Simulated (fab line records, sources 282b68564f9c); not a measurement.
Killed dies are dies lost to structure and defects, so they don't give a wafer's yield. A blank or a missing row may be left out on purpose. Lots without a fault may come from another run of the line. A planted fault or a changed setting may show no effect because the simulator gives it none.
Which tool did it? | flow rit_cmos | 14 lots, 42 wafers sampled, at 6 steps of a route of 202

WHAT THE GAUGES READ, wafer by wafer
RIT_NSD_TW_MEAS_10. Usual: NSD_TW 3136, standard deviation 15.
lot  | measured    | on            | NSD_TW         | flag
L260 | day 3 17:46 | film_metro-03 | 3145 3129 3128 |
L261 | day 4 00:49 | film_metro-02 | 3138 3141 3149 |
L262 | day 4 18:36 | film_metro-02 | 3142 3139 3142 |
L263 | day 4 18:44 | film_metro-03 | 3138 3129 3120 |
L264 | day 5 01:29 | film_metro-03 | 3139 3160 3160 |
L268 | day 5 15:13 | film_metro-02 | 3131 3110 3104 |
L267 | day 5 15:07 | film_metro-02 | 3110 3125 3117 |
L271 | day 6 07:01 | film_metro-03 | 3162 3129 3128 |
L270 | day 6 06:01 | film_metro-01 | 3147 3152 3131 |
L272 | day 6 15:44 | film_metro-03 | 3256 3239 3244 | OFF
L273 | day 6 17:57 | film_metro-03 | 3143 3145 3136 |
L274 | day 6 15:31 | film_metro-02 | 3142 3136 3131 |
L278 | day 7 05:20 | film_metro-01 | 3241 3235 3253 | OFF
L281 | day 7 15:16 | film_metro-01 | 3157 3137 3140 |

RIT_SDANNEAL_RS_MEAS_05: measures by four-point-probe. Usual: NSD_RS 84.54 ohm/sq, standard deviation 0.26.
lot  | measured    | on            | NSD_RS (ohm/sq)   | flag
L260 | day 3 20:12 | film_metro-01 | 84.42 84.57 84.55 |
L261 | day 4 02:51 | film_metro-01 | 84.32 84.43 84.47 |
L262 | day 4 20:53 | film_metro-02 | 84.91 85.00 84.78 |
L263 | day 4 20:59 | film_metro-03 | 84.68 84.52 84.50 |
L264 | day 5 04:34 | film_metro-03 | 84.64 84.62 84.66 |
L268 | day 5 18:26 | film_metro-01 | 84.68 84.51 84.78 |
L267 | day 5 17:52 | film_metro-03 | 84.84 84.60 84.58 |
L271 | day 6 09:14 | film_metro-02 | 84.08 84.62 84.39 |
L270 | day 6 08:14 | film_metro-03 | 84.61 84.27 84.64 |
L272 | day 6 18:11 | film_metro-02 | 75.06 74.80 74.92 | OFF
L273 | day 6 20:16 | film_metro-02 | 85.01 85.00 84.92 |
L274 | day 6 17:46 | film_metro-01 | 84.51 84.40 84.19 |
L278 | day 7 07:22 | film_metro-02 | 74.79 74.77 74.64 | OFF
L281 | day 7 17:19 | film_metro-03 | 84.62 84.46 84.59 |

RIT_CONTACT_CD_MEAS_08: target cd 1000 nm. Usual: cd_nm 999.9 nm, standard deviation 2.5.
lot  | measured    | on        | cd_nm (nm)           | flag
L260 | day 3 22:19 | cd_sem-02 | 999.3 1001.1 1001.9  |
L261 | day 4 04:49 | cd_sem-02 | 1003.2 1001.6 1003.0 |
L262 | day 4 22:53 | cd_sem-02 | 1003.4 1003.6 1001.7 |
L263 | day 4 22:59 | cd_sem-01 | 996.4 997.5 995.8    |
L264 | day 5 10:53 | cd_sem-02 | 999.8 998.5 1001.5   |
L268 | day 6 00:51 | cd_sem-02 | 1002.8 1000.2 1001.3 |
L267 | day 6 00:28 | cd_sem-01 | 996.1 998.4 998.7    |
L271 | day 6 11:14 | cd_sem-02 | 997.7 995.1 996.6    |
L270 | day 6 10:19 | cd_sem-02 | 995.5 999.0 998.0    |
L272 | day 6 20:25 | cd_sem-02 | 1003.3 1002.7 1001.6 |
L273 | day 6 22:25 | cd_sem-02 | 999.3 1001.0 998.7   |
L274 | day 6 20:07 | cd_sem-02 | 997.1 998.9 995.6    |
L278 | day 7 09:39 | cd_sem-01 | 1000.4 1001.4 1000.9 |
L281 | day 7 19:16 | cd_sem-02 | 997.2 998.4 1000.0   |

WHICH TOOL RAN EACH LOT (tool, then ch and the chambers of the sampled wafers, then the start)
lot  | RIT_NWELL_STRIP_09                  | RIT_PRETRO_STRIP_09                 | RIT_NSD_IMPLANT_08
L260 | plasma_asher-03 ch 0,1, day 2 03:23 | plasma_asher-02 ch 0,1, day 2 15:22 | implanter-04 ch 0, day 3 17:27
L261 | plasma_asher-01 ch 0,1, day 2 07:11 | plasma_asher-02 ch 0,1, day 2 21:57 | implanter-03 ch 0, day 4 00:31
L262 | plasma_asher-04 ch 0,1, day 2 16:08 | plasma_asher-02 ch 0,1, day 3 11:13 | implanter-04 ch 0, day 4 18:19
L263 | plasma_asher-01 ch 0,1, day 3 01:29 | plasma_asher-04 ch 0,1, day 3 15:44 | implanter-03 ch 0, day 4 18:26
L264 | plasma_asher-03 ch 0,1, day 3 09:44 | plasma_asher-04 ch 0,1, day 3 20:54 | implanter-04 ch 0, day 5 01:10
L268 | plasma_asher-01 ch 0,1, day 3 21:13 | plasma_asher-04 ch 0,1, day 4 12:20 | implanter-01 ch 0, day 5 14:53
L267 | plasma_asher-01 ch 0,1, day 3 21:28 | plasma_asher-02 ch 0,1, day 4 12:26 | implanter-04 ch 0, day 5 14:48
L271 | plasma_asher-01 ch 0,1, day 4 17:27 | plasma_asher-03 ch 0,1, day 5 11:04 | implanter-01 ch 0, day 6 06:41
L270 | plasma_asher-04 ch 0,1, day 4 17:34 | plasma_asher-04 ch 0,1, day 5 11:17 | implanter-04 ch 0, day 6 05:41
L272 | plasma_asher-04 ch 0,1, day 5 01:00 | plasma_asher-03 ch 0,1, day 5 14:01 | implanter-01 ch 0, day 6 15:25
L273 | plasma_asher-01 ch 0,1, day 5 01:17 | plasma_asher-04 ch 0,1, day 5 14:33 | implanter-03 ch 0, day 6 17:37
L274 | plasma_asher-03 ch 0,1, day 5 01:35 | plasma_asher-04 ch 0,1, day 5 14:20 | implanter-03 ch 0, day 6 15:14
L278 | plasma_asher-03 ch 0,1, day 5 18:08 | plasma_asher-02 ch 0,1, day 6 13:17 | implanter-01 ch 0, day 7 05:02
L281 | plasma_asher-01 ch 0,1, day 6 07:41 | plasma_asher-03 ch 1, day 6 19:07   | implanter-04 ch 0, day 7 14:56
- RIT_NWELL_STRIP_09: strips in O2, time 180 s.
- RIT_PRETRO_STRIP_09: strips in O2, time 180 s.
- RIT_NSD_IMPLANT_08

WHAT THE TOOLS THEMSELVES READ (means of the sampled wafers that have a number; where no wafer has one, the mark that the record gives instead)
RIT_NWELL_STRIP_09. Usual: drypump_motor_current_A 5.5 A, standard deviation 0.34.
lot  | tool            | drypump_motor_current_A (A) | flag
L260 | plasma_asher-03 | 5.6                         |
L261 | plasma_asher-01 | 5.6                         |
L262 | plasma_asher-04 | 5.6                         |
L263 | plasma_asher-01 | 5.7                         |
L264 | plasma_asher-03 | 5.7                         |
L268 | plasma_asher-01 | 5.3                         |
L267 | plasma_asher-01 | 5.7                         |
L271 | plasma_asher-01 | 5.3                         |
L270 | plasma_asher-04 | 5.5                         |
L272 | plasma_asher-04 | 5.5                         |
L273 | plasma_asher-01 | 5.7                         |
L274 | plasma_asher-03 | 5.7                         |
L278 | plasma_asher-03 | 5.6                         |
L281 | plasma_asher-01 | 5.3                         |

RIT_PRETRO_STRIP_09. Usual: drypump_motor_current_A 5.7 A, standard deviation 0.38.
lot  | tool            | drypump_motor_current_A (A) | flag
L260 | plasma_asher-02 | 6.1                         |
L261 | plasma_asher-02 | 5.8                         |
L262 | plasma_asher-02 | 5.8                         |
L263 | plasma_asher-04 | 5.5                         |
L264 | plasma_asher-04 | 5.6                         |
L268 | plasma_asher-04 | 5.5                         |
L267 | plasma_asher-02 | 6.2                         |
L271 | plasma_asher-03 | 5.6                         |
L270 | plasma_asher-04 | 5.5                         |
L272 | plasma_asher-03 | 5.7                         |
L273 | plasma_asher-04 | 5.6                         |
L274 | plasma_asher-04 | 5.6                         |
L278 | plasma_asher-02 | 5.8                         |
L281 | plasma_asher-03 | 5.6                         |

RIT_NSD_IMPLANT_08. Usual: dose_ions_cm2 9.999e+14, standard deviation 1.1e+12; faraday_current_uA 3130, standard deviation 60; tilt_deg 6.997 degrees, standard deviation 0.019.
lot  | tool         | dose_ions_cm2 | faraday_current_uA | tilt_deg (degrees) | flag
L260 | implanter-04 | 1.001e+15     | 3137               | 7.024              |
L261 | implanter-03 | 1.001e+15     | 3089               | 6.989              |
L262 | implanter-04 | 9.984e+14     | 3097               | 7.015              |
L263 | implanter-03 | 1.001e+15     | 3108               | 6.990              |
L264 | implanter-04 | 1.000e+15     | 3130               | 6.997              |
L268 | implanter-01 | 9.994e+14     | 3138               | 6.994              |
L267 | implanter-04 | 1.000e+15     | 3155               | 7.015              |
L271 | implanter-01 | 9.996e+14     | 3102               | 6.995              |
L270 | implanter-04 | 9.998e+14     | 3160               | 7.009              |
L272 | implanter-01 | 1.168e+15     | 3673               | 6.959              | OFF
L273 | implanter-03 | 1.001e+15     | 3131               | 6.980              |
L274 | implanter-03 | 9.994e+14     | 3112               | 6.998              |
L278 | implanter-01 | 1.169e+15     | 3631               | 6.991              | OFF
L281 | implanter-04 | 9.995e+14     | 3108               | 6.993              |

THE ANSWER, worked out from the rows above alone
Rule: a lot is off if the mean of its wafers that have a number lies more than 3 standard deviations from the usual mean. A lot without any number at a reading at which 4 lots or more have one is off too. The other lots that the step has rows for count as sound. The gauges are gone through in route order, then the tools' own readings, and for those a lot's mean is taken as printed above. The first step at which some lot is off is used, and at that step the reading that is off furthest; a lot without a number counts as furthest.
Off: L272, L278, at RIT_NSD_TW_MEAS_10 (NSD_TW).
A tool fits if, at a process step before that reading, it ran every lot that is off, and no sound lot after the first of them. The gauges at RIT_NSD_TW_MEAS_10 aren't tried: what is off there is off at RIT_SDANNEAL_RS_MEAS_05 too, on other tools, and a gauge's error can't cause that. One fits: implanter-01 at RIT_NSD_IMPLANT_08. Its last sound lot is L271 (day 6 06:41), its first lot that is off L272 (day 6 15:25): a fault that began between those two fits.
The tool's own readings at RIT_NSD_IMPLANT_08 bear it out: on the lots that are off they differ by more than 5 times the standard deviation of the sound lots' means. dose_ions_cm2 reads 1.168e+15 there against 1.000e+15 on the sound lots; faraday_current_uA reads 3652 there against 3122 on the sound lots.

WHAT THE SIMULATOR HAD PUT IN
Process parameter drift: implanter-01, from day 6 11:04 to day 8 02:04, at RIT_NSD_IMPLANT_08. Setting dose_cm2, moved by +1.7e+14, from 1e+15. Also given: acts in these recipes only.
Lots struck among those shown: L272, L278. The rule above found the same.
